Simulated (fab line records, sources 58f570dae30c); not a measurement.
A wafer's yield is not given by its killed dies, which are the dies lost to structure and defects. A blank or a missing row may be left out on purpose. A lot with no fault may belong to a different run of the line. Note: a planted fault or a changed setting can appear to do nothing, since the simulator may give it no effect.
fab line records :: flow berkeleyCmos170 :: part 2 of 2: steps 32 to 42 of 42
[record]
  lots = 5
  wafers = 15
  lastDay = 13
route steps=331 shown SACOX@98 SCREENOX@100 NVT@104 PVT@115 GATE@125 FIELD@126
lots untouched by any fault: they come from a run of this same line in which no faults occurred
startH: the number of hours between the record's first day and the start of the first shown wafer of the lot :: waitH: hours since the lot's step before :: " as in the row above :: L1.1+2: a single row standing in for several wafers :: - either no value or no given start :: * or withheld: withheld :: < > ~ a bound
route shown NAME@n: names a module that has steps shown in the file, with the first one's number in the route :: usual: mean/standard deviation of fault-free wafers :: same: alike in all rows :: chamber/n: place in a boat :: sites: readings site by site :: _std_site: the values' standard deviation :: _edge_site: the outer-site mean with the inner-site mean subtracted :: radiusMm: for every site, how far away it sits from the centre of the wafer :: mask NAME#n: copy n :: behind: the last tool/chamber to shape the wafer :: hold: cause of the lot's hold/its duration in hours/its outcome :: device: the n, p or np transistor that did not switch :: end of line: the tests these same wafers got at the end of their route :: for a step that has no rows: nothing shown but its recipe :: killed: at the first sort, the dies lost to defects and structure; wafer yield is something else :: map: dies across one wafer; x = killed, . = not, _ = none there
set.NAME: setting as actually run; set.NAME@STEP: the setting as run at that earlier step :: model.NAME: the simulator's own value behind a step, which no gauge read
lots at some steps of the route; a table a step, a row a wafer
services: a tool's chamber out of use, with start hour (startH, from the record's first day; less than 0 if before it), hours out, and reason
[[steps]]
[step UCB170_GATE_ANNEAL_03]
[recipe]
  tempC = 900
  timeS = 1874
  ambient = N2
[usual]
  spikeTcLoadC = 928.3/2.5
lot.wafer: L075.1
tool: furnace-01
chamber: 0
startH: 150.02
waitH: 4.2
spikeTcLoadC: 927.9

lot.wafer: L075.4
tool: furnace-01
chamber: 0
startH: 150.02
waitH: 4.2
spikeTcLoadC: 927.5

lot.wafer: L075.6
tool: furnace-01
chamber: 0
startH: 150.02
waitH: 4.2
spikeTcLoadC: 928.9

lot.wafer: L083.1
tool: furnace-01
chamber: 0
startH: 191.54
waitH: 4.1
spikeTcLoadC: 926.9

lot.wafer: L083.3
tool: furnace-01
chamber: 0
startH: 191.54
waitH: 4.1
spikeTcLoadC: 925.9

lot.wafer: L083.6
tool: furnace-01
chamber: 0
startH: 191.54
waitH: 4.1
spikeTcLoadC: 929.0

lot.wafer: L086.3
tool: furnace-01
chamber: 0
startH: 209.72
waitH: 8.6
spikeTcLoadC: 927.6

lot.wafer: L086.5
tool: furnace-01
chamber: 0
startH: 209.72
waitH: 8.6
spikeTcLoadC: 925.0

lot.wafer: L086.6
tool: furnace-01
chamber: 0
startH: 209.72
waitH: 8.6
spikeTcLoadC: 926.9

lot.wafer: L087.1
tool: furnace-01
chamber: 0
startH: 209.72
waitH: 8.7
spikeTcLoadC: 926.2

lot.wafer: L087.5
tool: furnace-01
chamber: 0
startH: 209.72
waitH: 8.7
spikeTcLoadC: 926.6

lot.wafer: L087.6
tool: furnace-01
chamber: 0
startH: 209.72
waitH: 8.7
spikeTcLoadC: 927.9

lot.wafer: L097.1
tool: furnace-01
chamber: 0
startH: 264.66
waitH: 6.2
spikeTcLoadC: 927.3

lot.wafer: L097.5
tool: furnace-01
chamber: 0
startH: 264.66
waitH: 6.2
spikeTcLoadC: 927.7

lot.wafer: L097.6
tool: furnace-01
chamber: 0
startH: 264.66
waitH: 6.2
spikeTcLoadC: 928.0
[step UCB170_GATE_CVD_04]
[recipe]
  material = poly-Si
  tempC = 610
  precursor = SiH4
  timeS = 1440
  pressureMtorr = 375
  targetThkNm = 214
  sih4FlowSccm = 120
[usual]
  sih4FlowSccm = 120.0/0.37
  spikeTcLoadC = 632.5/1.6
lot.wafer: L075.1
tool: lpcvd-02
chamber: 0
startH: 152.43
waitH: 0.9
sih4FlowSccm: 120.1
spikeTcLoadC: 629.2

lot.wafer: L075.4
tool: lpcvd-02
chamber: 0
startH: 152.43
waitH: 0.9
sih4FlowSccm: 120.2
spikeTcLoadC: 629.7

lot.wafer: L075.6
tool: lpcvd-02
chamber: 0
startH: 152.43
waitH: 0.9
sih4FlowSccm: 120.1
spikeTcLoadC: 631.4

lot.wafer: L083.1
tool: lpcvd-01
chamber: 1
startH: 193.04
waitH: 0.0
sih4FlowSccm: 120.4
spikeTcLoadC: 634.6

lot.wafer: L083.3
tool: lpcvd-01
chamber: 1
startH: 193.04
waitH: 0.0
sih4FlowSccm: 120.5
spikeTcLoadC: 632.9

lot.wafer: L083.6
tool: lpcvd-01
chamber: 1
startH: 193.04
waitH: 0.0
sih4FlowSccm: 120.2
spikeTcLoadC: 631.9

lot.wafer: L086.3
tool: lpcvd-02
chamber: 1
startH: 211.22
waitH: 0.0
sih4FlowSccm: 120.2
spikeTcLoadC: 632.9

lot.wafer: L086.5
tool: lpcvd-02
chamber: 1
startH: 211.22
waitH: 0.0
sih4FlowSccm: 120.2
spikeTcLoadC: 634.0

lot.wafer: L086.6
tool: lpcvd-02
chamber: 1
startH: 211.22
waitH: 0.0
sih4FlowSccm: 120.3
spikeTcLoadC: 633.4

lot.wafer: L087.1
tool: lpcvd-02
chamber: 1
startH: 211.22
waitH: 0.0
sih4FlowSccm: 120.1
spikeTcLoadC: 634.5

lot.wafer: L087.5
tool: lpcvd-02
chamber: 1
startH: 211.22
waitH: 0.0
sih4FlowSccm: 119.3
spikeTcLoadC: 632.8

lot.wafer: L087.6
tool: lpcvd-02
chamber: 1
startH: 211.22
waitH: 0.0
sih4FlowSccm: 120.2
spikeTcLoadC: 634.0

lot.wafer: L097.1
tool: lpcvd-01
chamber: 0
startH: 266.16
waitH: 0.0
sih4FlowSccm: 120.2
spikeTcLoadC: 631.1

lot.wafer: L097.5
tool: lpcvd-01
chamber: 0
startH: 266.16
waitH: 0.0
sih4FlowSccm: 119.9
spikeTcLoadC: 631.3

lot.wafer: L097.6
tool: lpcvd-01
chamber: 0
startH: 266.16
waitH: 0.0
sih4FlowSccm: 119.5
spikeTcLoadC: 631.6
[step UCB170_GATE_THK_MEAS_05]
[recipe]
  reads = poly-Si_of_GATE_CVD_04
[usual]
  GATE_POLY_THK = 213.4/1.6
lot.wafer: L075.1
tool: filmMetro-04
chamber: -
startH: 153.89
waitH: 0.1
GATE_POLY_THK[nm]: 213.7

lot.wafer: L075.4
tool: filmMetro-04
chamber: -
startH: 153.89
waitH: 0.1
GATE_POLY_THK[nm]: 213.8

lot.wafer: L075.6
tool: filmMetro-04
chamber: -
startH: 153.89
waitH: 0.1
GATE_POLY_THK[nm]: 214.4

lot.wafer: L083.1
tool: filmMetro-03
chamber: -
startH: 194.44
waitH: 0.0
GATE_POLY_THK[nm]: 212.7

lot.wafer: L083.3
tool: filmMetro-03
chamber: -
startH: 194.44
waitH: 0.0
GATE_POLY_THK[nm]: 212.3

lot.wafer: L083.6
tool: filmMetro-03
chamber: -
startH: 194.44
waitH: 0.0
GATE_POLY_THK[nm]: 214.5

lot.wafer: L087.1
tool: filmMetro-03
chamber: -
startH: 212.63
waitH: 0.0
GATE_POLY_THK[nm]: 213.9

lot.wafer: L087.5
tool: filmMetro-03
chamber: -
startH: 212.63
waitH: 0.0
GATE_POLY_THK[nm]: 215.0

lot.wafer: L087.6
tool: filmMetro-03
chamber: -
startH: 212.63
waitH: 0.0
GATE_POLY_THK[nm]: 214.9

lot.wafer: L086.3
tool: filmMetro-01
chamber: -
startH: 212.70
waitH: 0.1
GATE_POLY_THK[nm]: 211.9

lot.wafer: L086.5
tool: filmMetro-01
chamber: -
startH: 212.70
waitH: 0.1
GATE_POLY_THK[nm]: 210.1

lot.wafer: L086.6
tool: filmMetro-01
chamber: -
startH: 212.70
waitH: 0.1
GATE_POLY_THK[nm]: 213.0

lot.wafer: L097.1
tool: filmMetro-03
chamber: -
startH: 267.56
waitH: 0.0
GATE_POLY_THK[nm]: 213.5

lot.wafer: L097.5
tool: filmMetro-03
chamber: -
startH: 267.56
waitH: 0.0
GATE_POLY_THK[nm]: 212.9

lot.wafer: L097.6
tool: filmMetro-03
chamber: -
startH: 267.56
waitH: 0.0
GATE_POLY_THK[nm]: 214.7
[step UCB170_GATE_COAT_06]
[recipe]
  resist = BARC
  tempC = withheld
  timeS = withheld
  spinRpm = 3000
  resistThkNm = withheld
[usual]
  dispensePressureKPa = 44.8/1
lot.wafer: L075.1
tool: lithoTrack-04
chamber: 0
startH: 154.56
waitH: 0.7
dispensePressureKPa: 46.3

lot.wafer: L075.4
tool: lithoTrack-04
chamber: 0
startH: 154.56
waitH: 0.7
dispensePressureKPa: 46.3

lot.wafer: L075.6
tool: lithoTrack-04
chamber: 0
startH: 154.56
waitH: 0.7
dispensePressureKPa: 46.3

lot.wafer: L083.1
tool: lithoTrack-03
chamber: 0
startH: 194.95
waitH: 0.5
dispensePressureKPa: 43.7

lot.wafer: L083.3
tool: lithoTrack-03
chamber: 0
startH: 194.95
waitH: 0.5
dispensePressureKPa: 43.7

lot.wafer: L083.6
tool: lithoTrack-03
chamber: 0
startH: 194.95
waitH: 0.5
dispensePressureKPa: 43.7

lot.wafer: L087.1
tool: lithoTrack-04
chamber: 0
startH: 213.10
waitH: 0.5
dispensePressureKPa: 46.3

lot.wafer: L087.5
tool: lithoTrack-04
chamber: 0
startH: 213.10
waitH: 0.5
dispensePressureKPa: 46.3

lot.wafer: L087.6
tool: lithoTrack-04
chamber: 0
startH: 213.10
waitH: 0.5
dispensePressureKPa: 46.3

lot.wafer: L086.3
tool: lithoTrack-03
chamber: 0
startH: 213.43
waitH: 0.7
dispensePressureKPa: 43.7

lot.wafer: L086.5
tool: lithoTrack-03
chamber: 0
startH: 213.43
waitH: 0.7
dispensePressureKPa: 43.7

lot.wafer: L086.6
tool: lithoTrack-03
chamber: 0
startH: 213.43
waitH: 0.7
dispensePressureKPa: 43.7

lot.wafer: L097.1
tool: lithoTrack-01
chamber: 0
startH: 267.62
waitH: 0.1
dispensePressureKPa: 44.8

lot.wafer: L097.5
tool: lithoTrack-01
chamber: 0
startH: 267.62
waitH: 0.1
dispensePressureKPa: 44.8

lot.wafer: L097.6
tool: lithoTrack-01
chamber: 0
startH: 267.62
waitH: 0.1
dispensePressureKPa: 44.8
[step UCB170_GATE_COAT_07]
[recipe]
  resist = KrF
  spinRpm = 1500
  resistThkNm = 900
[usual]
  dispensePressureKPa = 44.8/1
lot.wafer: L075.1
tool: lithoTrack-04
chamber: 0
startH: -
waitH: -
dispensePressureKPa: 46.3

lot.wafer: L075.4
tool: lithoTrack-04
chamber: 0
startH: -
waitH: -
dispensePressureKPa: 46.2

lot.wafer: L075.6
tool: lithoTrack-04
chamber: 0
startH: -
waitH: -
dispensePressureKPa: 46.3

lot.wafer: L083.1
tool: lithoTrack-03
chamber: 0
startH: -
waitH: -
dispensePressureKPa: 43.7

lot.wafer: L083.3
tool: lithoTrack-03
chamber: 0
startH: -
waitH: -
dispensePressureKPa: 43.7

lot.wafer: L083.6
tool: lithoTrack-03
chamber: 0
startH: -
waitH: -
dispensePressureKPa: 43.8

lot.wafer: L087.1
tool: lithoTrack-04
chamber: 0
startH: -
waitH: -
dispensePressureKPa: 46.3

lot.wafer: L087.5
tool: lithoTrack-04
chamber: 0
startH: -
waitH: -
dispensePressureKPa: 46.3

lot.wafer: L087.6
tool: lithoTrack-04
chamber: 0
startH: -
waitH: -
dispensePressureKPa: 46.3

lot.wafer: L086.3
tool: lithoTrack-03
chamber: 0
startH: -
waitH: -
dispensePressureKPa: 43.7

lot.wafer: L086.5
tool: lithoTrack-03
chamber: 0
startH: -
waitH: -
dispensePressureKPa: 43.7

lot.wafer: L086.6
tool: lithoTrack-03
chamber: 0
startH: -
waitH: -
dispensePressureKPa: 43.7

lot.wafer: L097.1
tool: lithoTrack-01
chamber: 0
startH: -
waitH: -
dispensePressureKPa: 44.8

lot.wafer: L097.5
tool: lithoTrack-01
chamber: 0
startH: -
waitH: -
dispensePressureKPa: 44.8

lot.wafer: L097.6
tool: lithoTrack-01
chamber: 0
startH: -
waitH: -
dispensePressureKPa: 44.7
[step UCB170_GATE_SOFTBAKE_08]
[recipe]
  resist = KrF
  tempC = 130
  timeS = 60
lot.wafer: L075.1+4+6
tool: lithoTrack-04
chamber: 0
startH: -
waitH: -

lot.wafer: L083.1+3+6
tool: lithoTrack-03
chamber: 0
startH: -
waitH: -

lot.wafer: L087.1+5+6
tool: lithoTrack-04
chamber: 0
startH: -
waitH: -

lot.wafer: L086.3+5+6
tool: lithoTrack-03
chamber: 0
startH: -
waitH: -

lot.wafer: L097.1+5+6
tool: lithoTrack-01
chamber: 0
startH: -
waitH: -
[step UCB170_GATE_EXPOSE_09]
[recipe]
  maskId = POLY
  targetCdNm = 350
  na = 0.5
  sigmaOuter = 0.6
  sourceShape = conventional
  doseMj = 21
lot.wafer: L075.1+4+6
tool: krfScanner-02
chamber: 0
startH: 155.15
waitH: -
mask: POLY#0

lot.wafer: L083.1+3+6
tool: krfScanner-02
chamber: 0
startH: 195.53
waitH: -
mask: POLY#0

lot.wafer: L087.1+5+6
tool: krfScanner-01
chamber: 0
startH: 213.68
waitH: -
mask: POLY#0

lot.wafer: L086.3+5+6
tool: krfScanner-01
chamber: 0
startH: 214.24
waitH: -
mask: POLY#0

lot.wafer: L097.1+5+6
tool: krfScanner-01
chamber: 0
startH: 268.18
waitH: -
mask: POLY#0
[step UCB170_GATE_PEB_10]
[recipe]
  pebTempC = 130
  pebTimeS = withheld
  resist = KrF
lot.wafer: L075.1+4+6
tool: lithoTrack-01
chamber: 0
startH: 155.87
waitH: 0.7

lot.wafer: L083.1+3+6
tool: lithoTrack-04
chamber: 0
startH: 195.76
waitH: 0.2

lot.wafer: L087.1+5+6
tool: lithoTrack-03
chamber: 0
startH: 214.10
waitH: 0.4

lot.wafer: L086.3+5+6
tool: lithoTrack-03
chamber: 0
startH: 214.43
waitH: 0.2

lot.wafer: L097.1+5+6
tool: lithoTrack-01
chamber: 0
startH: 268.30
waitH: 0.1
[step UCB170_GATE_DEVELOP_11]
[recipe]
  developer = TMAH
  developTimeS = 45
  resist = KrF
  devTempC = 21
[usual]
  developerTempC = 20.98/0.099
lot.wafer: L075.1
tool: lithoTrack-01
chamber: 0
startH: -
waitH: -
developerTempC: 21.04

lot.wafer: L075.4
tool: lithoTrack-01
chamber: 0
startH: -
waitH: -
developerTempC: 21.00

lot.wafer: L075.6
tool: lithoTrack-01
chamber: 0
startH: -
waitH: -
developerTempC: 21.26

lot.wafer: L083.1
tool: lithoTrack-04
chamber: 0
startH: -
waitH: -
developerTempC: 20.79

lot.wafer: L083.3
tool: lithoTrack-04
chamber: 0
startH: -
waitH: -
developerTempC: 20.93

lot.wafer: L083.6
tool: lithoTrack-04
chamber: 0
startH: -
waitH: -
developerTempC: 20.91

lot.wafer: L087.1
tool: lithoTrack-03
chamber: 0
startH: -
waitH: -
developerTempC: 21.06

lot.wafer: L087.5
tool: lithoTrack-03
chamber: 0
startH: -
waitH: -
developerTempC: 20.97

lot.wafer: L087.6
tool: lithoTrack-03
chamber: 0
startH: -
waitH: -
developerTempC: 21.06

lot.wafer: L086.3
tool: lithoTrack-03
chamber: 0
startH: -
waitH: -
developerTempC: 20.90

lot.wafer: L086.5
tool: lithoTrack-03
chamber: 0
startH: -
waitH: -
developerTempC: 20.96

lot.wafer: L086.6
tool: lithoTrack-03
chamber: 0
startH: -
waitH: -
developerTempC: 20.98

lot.wafer: L097.1
tool: lithoTrack-01
chamber: 0
startH: -
waitH: -
developerTempC: 20.92

lot.wafer: L097.5
tool: lithoTrack-01
chamber: 0
startH: -
waitH: -
developerTempC: 20.82

lot.wafer: L097.6
tool: lithoTrack-01
chamber: 0
startH: -
waitH: -
developerTempC: 20.81
[step UCB170_GATE_CD_MEAS_12]
[recipe]
  targetCdNm = 350
[usual]
  cdNm = 349.5/1.2
lot.wafer: L075.1
tool: cdSem-01
chamber: -
startH: 156.14
waitH: -
cdNm: 348.4

lot.wafer: L075.4
tool: cdSem-01
chamber: -
startH: 156.14
waitH: -
cdNm: 349.3

lot.wafer: L075.6
tool: cdSem-01
chamber: -
startH: 156.14
waitH: -
cdNm: 348.7

lot.wafer: L083.1
tool: cdSem-01
chamber: -
startH: 196.07
waitH: -
cdNm: 349.9

lot.wafer: L083.3
tool: cdSem-01
chamber: -
startH: 196.07
waitH: -
cdNm: 349.4

lot.wafer: L083.6
tool: cdSem-01
chamber: -
startH: 196.07
waitH: -
cdNm: 350.4

lot.wafer: L087.1
tool: cdSem-01
chamber: -
startH: 214.38
waitH: -
cdNm: 350.9

lot.wafer: L087.5
tool: cdSem-01
chamber: -
startH: 214.38
waitH: -
cdNm: 351.6

lot.wafer: L087.6
tool: cdSem-01
chamber: -
startH: 214.38
waitH: -
cdNm: 351.2

lot.wafer: L086.3
tool: cdSem-01
chamber: -
startH: 214.78
waitH: -
cdNm: 351.1

lot.wafer: L086.5
tool: cdSem-01
chamber: -
startH: 214.78
waitH: -
cdNm: 349.5

lot.wafer: L086.6
tool: cdSem-01
chamber: -
startH: 214.78
waitH: -
cdNm: 349.9

lot.wafer: L097.1
tool: cdSem-01
chamber: -
startH: 268.57
waitH: -
cdNm: 348.2

lot.wafer: L097.5
tool: cdSem-01
chamber: -
startH: 268.57
waitH: -
cdNm: 346.7

lot.wafer: L097.6
tool: cdSem-01
chamber: -
startH: 268.57
waitH: -
cdNm: 349.1
[step UCB170_GATE_OVL_MEAS_13]
[usual]
  GATE_OVL = 0/5.7
lot.wafer: L075.1
tool: overlay-01
chamber: -
startH: 156.26
waitH: 0.1
GATE_OVL[nm]: -1

lot.wafer: L075.4
tool: overlay-01
chamber: -
startH: 156.26
waitH: 0.1
GATE_OVL[nm]: -2

lot.wafer: L075.6
tool: overlay-01
chamber: -
startH: 156.26
waitH: 0.1
GATE_OVL[nm]: -7

lot.wafer: L083.1
tool: overlay-01
chamber: -
startH: 196.19
waitH: 0.1
GATE_OVL[nm]: 1

lot.wafer: L083.3
tool: overlay-01
chamber: -
startH: 196.19
waitH: 0.1
GATE_OVL[nm]: 0

lot.wafer: L083.6
tool: overlay-01
chamber: -
startH: 196.19
waitH: 0.1
GATE_OVL[nm]: -9

lot.wafer: L087.1
tool: overlay-02
chamber: -
startH: 214.50
waitH: 0.1
GATE_OVL[nm]: 13

lot.wafer: L087.5
tool: overlay-02
chamber: -
startH: 214.50
waitH: 0.1
GATE_OVL[nm]: 8

lot.wafer: L087.6
tool: overlay-02
chamber: -
startH: 214.50
waitH: 0.1
GATE_OVL[nm]: 2

lot.wafer: L086.3
tool: overlay-01
chamber: -
startH: 214.87
waitH: 0.1
GATE_OVL[nm]: 7

lot.wafer: L086.5
tool: overlay-01
chamber: -
startH: 214.87
waitH: 0.1
GATE_OVL[nm]: 9

lot.wafer: L086.6
tool: overlay-01
chamber: -
startH: 214.87
waitH: 0.1
GATE_OVL[nm]: -1

lot.wafer: L097.1
tool: overlay-01
chamber: -
startH: 268.69
waitH: 0.1
GATE_OVL[nm]: 1

lot.wafer: L097.5
tool: overlay-01
chamber: -
startH: 268.69
waitH: 0.1
GATE_OVL[nm]: -2

lot.wafer: L097.6
tool: overlay-01
chamber: -
startH: 268.69
waitH: 0.1
GATE_OVL[nm]: -2
[[services]]
tool: krfScanner-02
chamber: -
startH: 103.43
hours: 1.0
kind: pm

tool: plasmaAsher-02
chamber: -
startH: 104.41
hours: 4.1
kind: repair

tool: plasmaAsher-04
chamber: -
startH: 108.75
hours: 9.0
kind: pm

tool: plasmaAsher-02
chamber: -
startH: 109.82
hours: 13.8
kind: repair

tool: implanter-02
chamber: -
startH: 119.14
hours: 4.8
kind: pm

tool: krfScanner-02
chamber: -
startH: 134.54
hours: 1.3
kind: pm

tool: krfScanner-01
chamber: -
startH: 135.96
hours: 1.3
kind: pm

tool: krfScanner-02
chamber: -
startH: 137.26
hours: 4.0
kind: pm

tool: implanter-02
chamber: -
startH: 142.65
hours: 1.1
kind: repair

tool: implanter-03
chamber: -
startH: 158.84
hours: 9.0
kind: pm

tool: krfScanner-01
chamber: -
startH: 159.04
hours: 1.3
kind: repair

tool: furnace-02
chamber: -
startH: 159.79
hours: 3.3
kind: pm

tool: krfScanner-02
chamber: -
startH: 194.49
hours: 0.8
kind: pm

tool: krfScanner-01
chamber: -
startH: 200.16
hours: 0.8
kind: pm

tool: furnace-02
chamber: -
startH: 201.09
hours: 9.5
kind: pm

tool: furnace-01
chamber: -
startH: 202.29
hours: 3.2
kind: pm

tool: furnace-02
chamber: -
startH: 210.55
hours: 2.5
kind: pm

tool: furnace-02
chamber: -
startH: 213.01
hours: 3.8
kind: pm

tool: furnace-04
chamber: -
startH: 217.10
hours: 3.8
kind: pm

tool: krfScanner-01
chamber: -
startH: 228.56
hours: 1.0
kind: pm

tool: krfScanner-01
chamber: -
startH: 236.30
hours: 4.0
kind: pm

tool: implanter-03
chamber: -
startH: 239.65
hours: 4.5
kind: repair

tool: furnace-01
chamber: -
startH: 259.63
hours: 3.7
kind: pm

tool: krfScanner-02
chamber: -
startH: 265.36
hours: 7.7
kind: repair
